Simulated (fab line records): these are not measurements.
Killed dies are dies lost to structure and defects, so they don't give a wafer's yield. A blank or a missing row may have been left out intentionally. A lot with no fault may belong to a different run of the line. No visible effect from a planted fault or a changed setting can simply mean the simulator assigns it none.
fab line records | flow berkeley_cmos170
record: lots: 6 | wafers: 18 | last_day: 11
route steps=331 shown GATE@137 PLDD@145
lots with no fault: from the same line, run without faults
start_h: hours from the record's first day to the start of the lot's first wafer shown | wait_h: hours since the lot's step before | " repeats the value in the row above | L1.1+2: a row that stands for several wafers | - no value, or no start was given | * or withheld: withheld | < > ~ a bound
route shown NAME@n: NAME is a module with steps in the file, n the number in the route of the first one | usual: the fault-free wafers' mean and standard deviation | same: alike in all rows | chamber/n: place in a boat | sites: readings site by site | _std_site: their standard deviation | _edge_site: mean of outer sites minus mean of inner sites | radius_mm: for every site, how far away it sits from the centre of the wafer | mask NAME#n: copy n | behind: the last tool/chamber to shape the wafer | hold: the reason the lot was held/the length of the hold in hours/how it ended | device: transistor that didn't switch, given as n, p or np | end of line: tests run on the same wafers once the route is complete | a step given without rows: its recipe and nothing more | killed: dies lost to structure and defects at the first sort, not the wafer's yield | map: a wafer's dies, x killed, . not, _ none there
set.NAME: setting as actually run; set.NAME@STEP: the setting as run at that earlier step | model.NAME: the simulator's own value behind a step, which no gauge read
a table for each step, a row for each wafer; lots at some steps of the route
services: when a tool's chamber went out of use (start_h, in hours from the record's first day, below 0 if earlier), for how many hours, and the reason
== steps ==
step: UCB170_GATE_DEVELOP_11
recipe: developer: TMAH | develop_time_s: 45 | resist: KrF | dev_temp_c: 21
step: UCB170_GATE_CD_MEAS_12
recipe: target_cd_nm: 350
usual: cd_nm: 350.0/1.5
lot.wafer | tool      | chamber | start_h | wait_h | cd_nm
L121.2    | cd_sem-02 | -       | 119.65  | -      | 348.9
L121.3    | "         | -       | "       | "      | 350.7
L121.6    | "         | -       | "       | "      | 351.4
L131.1    | cd_sem-01 | -       | 184.53  | -      | 351.0
L131.4    | "         | -       | "       | "      | 349.9
L131.5    | "         | -       | "       | "      | 350.9
L134.2    | cd_sem-02 | -       | 188.77  | -      | 351.9
L134.3    | "         | -       | "       | "      | 352.0
L134.5    | "         | -       | "       | "      | 350.4
L133.1    | cd_sem-02 | -       | 188.89  | -      | 350.7
L133.4    | "         | -       | "       | "      | 350.9
L133.5    | "         | -       | "       | "      | 351.3
L144.2    | cd_sem-01 | -       | 234.87  | -      | 347.4
L144.4    | "         | -       | "       | "      | 347.5
L144.5    | "         | -       | "       | "      | 346.9
L143.3    | cd_sem-01 | -       | 235.16  | -      | 351.6
L143.5    | "         | -       | "       | "      | 350.8
L143.6    | "         | -       | "       | "      | 351.3
step: UCB170_GATE_OVL_MEAS_13
usual: GATE_OVL: -2/5.1
lot.wafer | tool       | chamber | start_h | wait_h | GATE_OVL[nm]
L121.2    | overlay-02 | -       | 119.76  | 0.1    | 5
L121.3    | "          | -       | "       | "      | 1
L121.6    | "          | -       | "       | "      | 5
L131.1    | overlay-02 | -       | 184.65  | 0.1    | -12
L131.4    | "          | -       | "       | "      | -6
L131.5    | "          | -       | "       | "      | -12
L134.2    | overlay-01 | -       | 188.88  | 0.1    | -8
L134.3    | "          | -       | "       | "      | -3
L134.5    | "          | -       | "       | "      | -3
L133.1    | overlay-02 | -       | 189.01  | 0.1    | 6
L133.4    | "          | -       | "       | "      | 6
L133.5    | "          | -       | "       | "      | 2
L144.2    | overlay-02 | -       | 234.98  | 0.1    | -3
L144.4    | "          | -       | "       | "      | -2
L144.5    | "          | -       | "       | "      | 0
L143.3    | overlay-02 | -       | 235.25  | 0.1    | -3
L143.5    | "          | -       | "       | "      | -2
L143.6    | "          | -       | "       | "      | -5
step: UCB170_GATE_ETCH_14
recipe: chemistry: N2/H2 | target_depth_a: withheld | overetch_a: withheld | target: BARC | time_s: withheld | source_w: 500 | bias_w: 100 | pressure_mtorr: 30 | n2_flow_sccm: 100 | h2_flow_sccm: 200
usual: drypump_motor_current_A: 5.5/0.45 | n2_flow_sccm: 99.9/0.3 | oes_product_au: 1.00/0.031 | throttle_valve_pct: 13.33/0.18
lot.wafer | tool        | chamber | start_h | wait_h | drypump_motor_current_A | n2_flow_sccm | oes_product_au | throttle_valve_pct
L121.2    | rie_diel-01 | 0       | 119.79  | 0.0    | 5.2                     | 99.8         | 1.01           | 12.95
L121.3    | "           | 3       | "       | "      | 5.8                     | 99.8         | 1.03           | 13.23
L121.6    | "           | 3       | "       | "      | 5.8                     | 100.2        | 1.03           | 13.23
L131.1    | rie_diel-04 | 2       | 184.69  | 0.0    | 5.7                     | 100.7        | 1.05           | 13.74
L131.4    | "           | 1       | "       | "      | 4.8                     | 99.9         | 0.97           | 13.37
L131.5    | "           | 2       | "       | "      | 5.7                     | 100.3        | 1.05           | 13.73
L134.2    | rie_diel-01 | 2       | 188.91  | 0.0    | 5.9                     | 100.1        | 1.03           | 13.34
L134.3    | "           | 1       | "       | "      | 5.7                     | 99.9         | 0.99           | 13.09
L134.5    | "           | 1       | "       | "      | 5.7                     | 100.0        | 0.99           | 13.11
L133.1    | rie_diel-02 | 1       | 189.04  | 0.0    | 5.1                     | 99.8         | 0.96           | 13.48
L133.4    | "           | 2       | "       | "      | 5.6                     | 99.3         | 0.97           | 13.31
L133.5    | "           | 1       | "       | "      | 5.1                     | 99.6         | 0.97           | 13.48
L144.2    | rie_diel-02 | 1       | 235.01  | 0.0    | 5.1                     | 99.9         | 0.97           | 13.47
L144.4    | "           | 2       | "       | "      | 5.5                     | 99.7         | 0.98           | 13.30
L144.5    | "           | 0       | "       | "      | 5.4                     | 100.0        | 1.03           | 13.35
L143.3    | rie_diel-04 | 3       | 235.27  | 0.0    | 6.4                     | 99.3         | 1.01           | 13.35
L143.5    | "           | 3       | "       | "      | 6.4                     | 100.0        | 1.00           | 13.33
L143.6    | "           | 0       | "       | "      | 4.9                     | 100.0        | 1.01           | 13.26
step: UCB170_GATE_ETCH_15
recipe: chemistry: HBr/Cl2 | target: poly-Si | stop_on: SiO2 | over_etch_frac: 0.3 | icp_w: 300 | bias_w: 150 | time_s: 56.3 | pressure_mtorr: 15 | HBr_flow_sccm: 150 | Cl2_flow_sccm: 50 | target_depth_a: 2782
usual: HBr_flow_sccm: 150.0/0.51 | drypump_motor_current_A: 5.4/0.42 | oes_product_au: 0.832/0.015 | throttle_valve_pct: 26.51/0.22
same: over_etch_frac: 0.3
lot.wafer | tool      | chamber | start_h | wait_h | HBr_flow_sccm | drypump_motor_current_A | oes_product_au | rf_hours_counter_h | throttle_valve_pct
L121.2    | rie_si-02 | 1       | 119.83  | -      | 149.4         | 5.2                     | 0.825          | 130                | 26.33
L121.3    | "         | 2       | "       | "      | 150.6         | 5.8                     | 0.850          | 71                 | 26.45
L121.6    | "         | 2       | "       | "      | 150.6         | 5.8                     | 0.859          | -                  | 26.46
L131.1    | rie_si-02 | 0       | 184.73  | -      | 149.7         | 5.6                     | 0.837          | 0                  | 26.19
L131.4    | "         | 3       | "       | "      | 149.4         | 4.8                     | 0.850          | 81                 | 26.43
L131.5    | "         | 2       | "       | "      | 149.9         | 5.8                     | 0.856          | -                  | 26.47
L134.2    | rie_si-02 | 0       | 188.95  | -      | 150.3         | 5.7                     | 0.829          | 0                  | 26.17
L134.3    | "         | 3       | "       | "      | 149.6         | 4.8                     | 0.849          | 81                 | 26.44
L134.5    | "         | 2       | "       | "      | 149.8         | 5.7                     | 0.847          | -                  | 26.46
L133.1    | rie_si-01 | 3       | 189.09  | -      | 150.3         | 5.5                     | 0.808          | 1                  | 26.76
L133.4    | "         | 2       | "       | "      | 149.8         | 5.9                     | 0.816          | 2                  | 26.61
L133.5    | "         | 1       | "       | "      | 150.2         | 5.6                     | 0.786          | -                  | 26.52
L144.2    | rie_si-01 | 3       | 235.05  | -      | 150.7         | 5.5                     | 0.829          | 1                  | 26.76
L144.4    | "         | 1       | "       | "      | 149.6         | 5.6                     | 0.817          | 1                  | 26.52
L144.5    | "         | 3       | "       | "      | 150.2         | 5.5                     | 0.814          | -                  | 26.75
L143.3    | rie_si-01 | 3       | 235.32  | -      | 149.7         | 5.5                     | 0.827          | 1                  | 26.75
L143.5    | "         | 1       | "       | "      | 149.4         | 5.7                     | 0.805          | -                  | 26.55
L143.6    | "         | 2       | "       | "      | 150.9         | 5.9                     | 0.833          | -                  | 26.59
step: UCB170_GATE_STRIP_16
recipe: chemistry: O2 | power_w: 400 | pressure_mtorr: 3500 | platen_temp_c: withheld | o2_flow_sccm: 400 | overash_fraction: 0.5
usual: drypump_motor_current_A: 5.8/0.46 | oes_product_au: 0.724/0.0048
same: overash_fraction: 0.5
lot.wafer | tool            | chamber | start_h | wait_h | drypump_motor_current_A | oes_product_au | rf_hours_counter_h
L121.2    | plasma_asher-03 | 0       | 119.88  | 0.0    | 5.6                     | 0.726          | 41
L121.3    | "               | 0       | "       | "      | 5.7                     | 0.721          | -
L121.6    | "               | 1       | "       | "      | 6.3                     | 0.726          | -
L131.1    | plasma_asher-01 | 0       | 184.78  | 0.0    | 5.5                     | 0.728          | 44
L131.4    | "               | 0       | "       | "      | 5.5                     | 0.725          | -
L131.5    | "               | 1       | "       | "      | 6.3                     | 0.722          | -
L134.2    | plasma_asher-01 | 0       | 189.00  | 0.0    | 5.5                     | 0.723          | 44
L134.3    | "               | 1       | "       | "      | 6.3                     | 0.727          | -
L134.5    | "               | 1       | "       | "      | 6.3                     | 0.716          | -
L133.1    | plasma_asher-03 | 1       | 189.13  | 0.0    | 6.4                     | 0.729          | 50
L133.4    | "               | 0       | "       | "      | 5.7                     | 0.725          | -
L133.5    | "               | 0       | "       | "      | 5.6                     | 0.730          | -
L144.2    | plasma_asher-04 | 1       | 235.10  | 0.0    | 5.0                     | 0.732          | 44
L144.4    | "               | 1       | "       | "      | 5.0                     | 0.718          | -
L144.5    | "               | 0       | "       | "      | 5.4                     | 0.721          | -
L143.3    | plasma_asher-03 | 0       | 235.40  | 0.1    | 5.6                     | 0.728          | -
L143.5    | "               | 1       | "       | "      | 6.4                     | 0.725          | -
L143.6    | "               | 0       | "       | "      | 5.6                     | 0.719          | -
step: UCB170_GATE_CD_MEAS_90
recipe: target_cd_nm: 350
usual: cd_nm: 350.4/1.6
lot.wafer | tool      | chamber | start_h | wait_h | cd_nm
L121.2    | cd_sem-01 | -       | 120.01  | 0.1    | 349.2
L121.3    | "         | -       | "       | "      | 350.8
L121.6    | "         | -       | "       | "      | 351.2
L131.1    | cd_sem-01 | -       | 184.88  | 0.1    | 351.6
L131.4    | "         | -       | "       | "      | 350.3
L131.5    | "         | -       | "       | "      | 350.5
L134.2    | cd_sem-01 | -       | 189.12  | 0.1    | 352.3
L134.3    | "         | -       | "       | "      | 352.1
L134.5    | "         | -       | "       | "      | 349.8
L133.1    | cd_sem-01 | -       | 189.23  | 0.1    | 352.2
L133.4    | "         | -       | "       | "      | 351.6
L133.5    | "         | -       | "       | "      | 351.7
L144.2    | cd_sem-02 | -       | 235.22  | 0.1    | 348.3
L144.4    | "         | -       | "       | "      | 348.9
L144.5    | "         | -       | "       | "      | 347.6
L143.3    | cd_sem-01 | -       | 235.50  | 0.1    | 352.5
L143.5    | "         | -       | "       | "      | 351.2
L143.6    | "         | -       | "       | "      | 352.0
step: UCB170_GATE_CLEAN_17
recipe: chemistry: SPM | temp_c: 120 | time_s: 600
step: UCB170_PLDD_HMDS_00
recipe: prime_time_s: 60 | prime_temp_c: 100
step: UCB170_PLDD_COAT_01
recipe: resist: KrF | spin_rpm: 1500 | resist_thk_nm: 900
step: UCB170_PLDD_SOFTBAKE_02
recipe: resist: KrF | temp_c: 130 | time_s: 60
step: UCB170_PLDD_EXPOSE_03
recipe: mask_id: PSELECT | na: 0.5 | sigma_outer: 0.6 | source_shape: conventional | target_cd_nm: 1200 | dose_mj: 30
step: UCB170_PLDD_PEB_04
recipe: peb_temp_c: 130 | peb_time_s: withheld | resist: KrF
usual: chill_plate_temp_C: 22.99/0.096 | exhaust_pa: 45.1/0.91
lot.wafer | tool           | chamber | start_h | wait_h | chill_plate_temp_C | exhaust_pa
L121.2    | litho_track-03 | 0       | 121.46  | 0.3    | 23.06              | 44.2
L121.3    | "              | 0       | "       | "      | 22.91              | 45.2
L121.6    | "              | 0       | "       | "      | 22.90              | 43.8
L131.1    | litho_track-02 | 0       | 188.89  | 0.1    | 22.84              | 45.9
L131.4    | "              | 0       | "       | "      | 22.94              | 43.5
L131.5    | "              | 0       | "       | "      | 22.88              | 44.9
L134.2    | litho_track-02 | -       | 190.28  | 0.1    | -                  | -
L134.3    | "              | -       | "       | "      | -                  | -
L134.5    | "              | -       | "       | "      | -                  | -
L133.1    | litho_track-02 | -       | 190.53  | 0.3    | -                  | -
L133.4    | "              | -       | "       | "      | -                  | -
L133.5    | "              | -       | "       | "      | -                  | -
L144.2    | litho_track-04 | 0       | 236.10  | 0.1    | 22.99              | 44.3
L144.4    | "              | 0       | "       | "      | 23.06              | 45.4
L144.5    | "              | 0       | "       | "      | 23.10              | 45.7
L143.3    | litho_track-03 | 0       | 236.91  | 0.2    | 22.88              | 43.9
L143.5    | "              | 0       | "       | "      | 22.82              | 44.0
L143.6    | "              | 0       | "       | "      | 22.85              | 45.0
step: UCB170_PLDD_DEVELOP_05
recipe: developer: TMAH | develop_time_s: 45 | resist: KrF | dev_temp_c: 21
== services ==
tool            | chamber | start_h | hours | kind
rie_diel-01     | 1       | 108.88  | 2.1   | repair
rie_diel-01     | 1       | 110.93  | -     | clean
rie_diel-01     | 1       | 110.93  | 22.6  | scheduled_down
rie_diel-01     | 1       | 110.93  | 22.6  | vent_cycle
rie_si-02       | 0       | 113.82  | -     | clean
rie_si-02       | 0       | 113.82  | 14.5  | scheduled_down
rie_si-02       | 0       | 113.82  | 14.5  | vent_cycle
rie_diel-04     | 2       | 117.68  | 4.1   | repair
plasma_asher-01 | -       | 118.69  | 29.4  | pm
rie_si-01       | 1       | 120.03  | 8.5   | repair
rie_diel-02     | -       | 123.65  | 28.1  | pm
rie_si-02       | 1       | 135.82  | -     | clean
rie_si-02       | 1       | 135.82  | 28.4  | scheduled_down
rie_si-02       | 1       | 135.82  | 28.4  | vent_cycle
rie_diel-01     | 0       | 142.40  | 44.4  | repair
rie_si-02       | -       | 147.13  | 4.3   | pm
plasma_asher-01 | -       | 148.06  | 14.6  | pm
plasma_asher-04 | -       | 150.25  | 2.8   | pm
rie_diel-01     | -       | 152.03  | 4.4   | repair
rie_diel-01     | -       | 156.83  | 0.5   | repair
plasma_asher-04 | -       | 164.85  | 29.1  | pm
rie_diel-02     | 1       | 184.06  | 2.1   | repair
plasma_asher-01 | -       | 193.15  | 0.9   | repair
rie_si-02       | 2       | 222.98  | 8.1   | repair
== key ==
first_sign: step: UCB170_PLDD_PEB_04 | reading: tool_record | direction: missing
effect none on later readings
met_at UCB170_PLDD_PEB_04
struck_wafers L133.1,L133.4,L133.5,L134.2,L134.3,L134.5
sort_left_out L133.1,L133.4,L133.5,L134.2,L134.3,L134.5
tester_left_out L133,L134
onset_between 188.89 190.28
fault: kind: skipped_step_whole | tool: litho_track-02 | chamber: - | onset_h: 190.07 | steps: UCB170_PLDD_PEB_04 | scope: struck_lots_only
tester_left_out: of these lots the tester's yield and bins aren't shown, on N5 and GAA mostly nor the transistor test; their killed dies are dies lost to structure and defects alone, not to doping, threshold or leakage, so they don't give the yield
sort_left_out: the simulated sort isn't trusted on such a fault, so these wafers' sort isn't shown, and their yield isn't known
